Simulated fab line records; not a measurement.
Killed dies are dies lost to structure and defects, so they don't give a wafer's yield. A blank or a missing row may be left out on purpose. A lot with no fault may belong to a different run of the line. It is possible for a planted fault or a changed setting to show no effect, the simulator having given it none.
Check for tools in common	flow ritCmos	14 lots and 42 wafers in the sample

## REASON IT WAS OPENED
At RIT_SDANNEAL_RS_MEAS_04 the reading PSD_RS is flagged on 2 of 14 lots. Wafers without a fault read 114.9 ohm/sq, standard deviation 0.31.
Rule: a lot is flagged in two cases, either no wafer of it has a number, or all its wafers with numbers fall more than 4 standard deviations from that mean. As for the other lots, they are considered sound.

lot	measured	on	PSD_RS (ohm/sq), wafer by wafer	flag
L525	day 3 08:52	filmMetro-03	115.1 115.0 114.8	
L526	day 3 13:44	filmMetro-02	114.8 114.8 114.8	
L527	day 3 18:32	filmMetro-04	114.3 114.1 114.2	
L529	day 4 03:43	filmMetro-02	115.4 115.1 114.9	
L531	day 4 12:19	filmMetro-02	114.6 114.9 115.0	
L532	day 4 18:50	filmMetro-03	114.9 114.9 114.6	
L533	day 4 23:03	filmMetro-02	114.6 114.5 114.8	
L535	day 5 08:34	filmMetro-02	95.8 95.8 95.8	FLAGGED
L536	day 5 13:59	filmMetro-03	115.1 114.9 114.6	
L537	day 5 19:20	filmMetro-02	95.7 95.2 95.2	FLAGGED
L538	day 6 02:13	filmMetro-04	114.2 114.3 114.2	
L542	day 7 01:41	filmMetro-03	115.1 114.9 115.1	
L544	day 7 09:47	filmMetro-02	115.1 115.5 115.2	
L546	day 7 15:17	filmMetro-02	114.6 114.0 114.6	
The mean of the flagged lots' numbers is 95.6 ohm/sq, -19.3 ohm/sq from the usual (-62 standard deviations).

## LOT BY LOT: THE TOOL USED
The record keeps 1 process step preceding the reading, out of 202 steps on the route. Every cell lists first the tool, next ch and the chambers used by the sampled wafers, and last the start.
lot	flag	RIT_SDANNEAL_RTA_03
L525		rtpAnneal-01 ch 0, day 3 08:47
L526		rtpAnneal-02 ch 0, day 3 13:41
L527		rtpAnneal-01 ch 0, day 3 18:28
L529		rtpAnneal-01 ch 0, day 4 03:38
L531		rtpAnneal-01 ch 0, day 4 12:15
L532		rtpAnneal-02 ch 0, day 4 18:46
L533		rtpAnneal-01 ch 0, day 4 22:59
L535	FLAGGED	rtpAnneal-01 ch 0, day 5 08:31
L536		rtpAnneal-02 ch 0, day 5 13:52
L537	FLAGGED	rtpAnneal-01 ch 0, day 5 19:16
L538		rtpAnneal-02 ch 0, day 6 02:08
L542		rtpAnneal-02 ch 0, day 7 01:38
L544		rtpAnneal-02 ch 0, day 7 09:43
L546		rtpAnneal-02 ch 0, day 7 15:14
What is done by these steps:
- RIT_SDANNEAL_RTA_03: time 5 s.
- RIT_SDANNEAL_RS_MEAS_04: measures by four-point-probe.

## FLAGGED OVER TOTAL, TOOL BY TOOL (the gauges that took the reading come last)
step	tool	lots run	flagged	share of the flagged lots	sound lots run after its first flagged lot
RIT_SDANNEAL_RTA_03	rtpAnneal-01	7	2	all	0
RIT_SDANNEAL_RTA_03	rtpAnneal-02	7	0	none	-
RIT_SDANNEAL_RS_MEAS_04	filmMetro-02	8	2	all	2 (L544,L546)
RIT_SDANNEAL_RS_MEAS_04	filmMetro-03	4	0	none	-
RIT_SDANNEAL_RS_MEAS_04	filmMetro-04	2	0	none	-

## WHAT THE TABLE ALLOWS
Table rows that saw every flagged lot: 2, namely rtpAnneal-01 at RIT_SDANNEAL_RTA_03 and filmMetro-02 at RIT_SDANNEAL_RS_MEAS_04.
- rtpAnneal-01 at RIT_SDANNEAL_RTA_03 ran 7 lots, 2 of them flagged. A fault beginning between L533 (day 4 22:59), its last sound lot, and L535 (day 5 08:31), its first flagged one, fits the data.
- filmMetro-02 at RIT_SDANNEAL_RS_MEAS_04 ran 8 lots, 2 of them flagged. Sound lots followed the first flagged one (L544, L546) on it, something a lasting fault affecting the whole tool could not allow.
rtpAnneal-01 at RIT_SDANNEAL_RTA_03 is the single tool remaining.

## WHAT WAS PUT IN BY THE SIMULATOR
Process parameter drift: rtpAnneal-01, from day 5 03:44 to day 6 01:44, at RIT_SDANNEAL_RTA_03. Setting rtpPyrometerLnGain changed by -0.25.
Struck lots among those shown: L535, L537. The rule above reached the same finding.
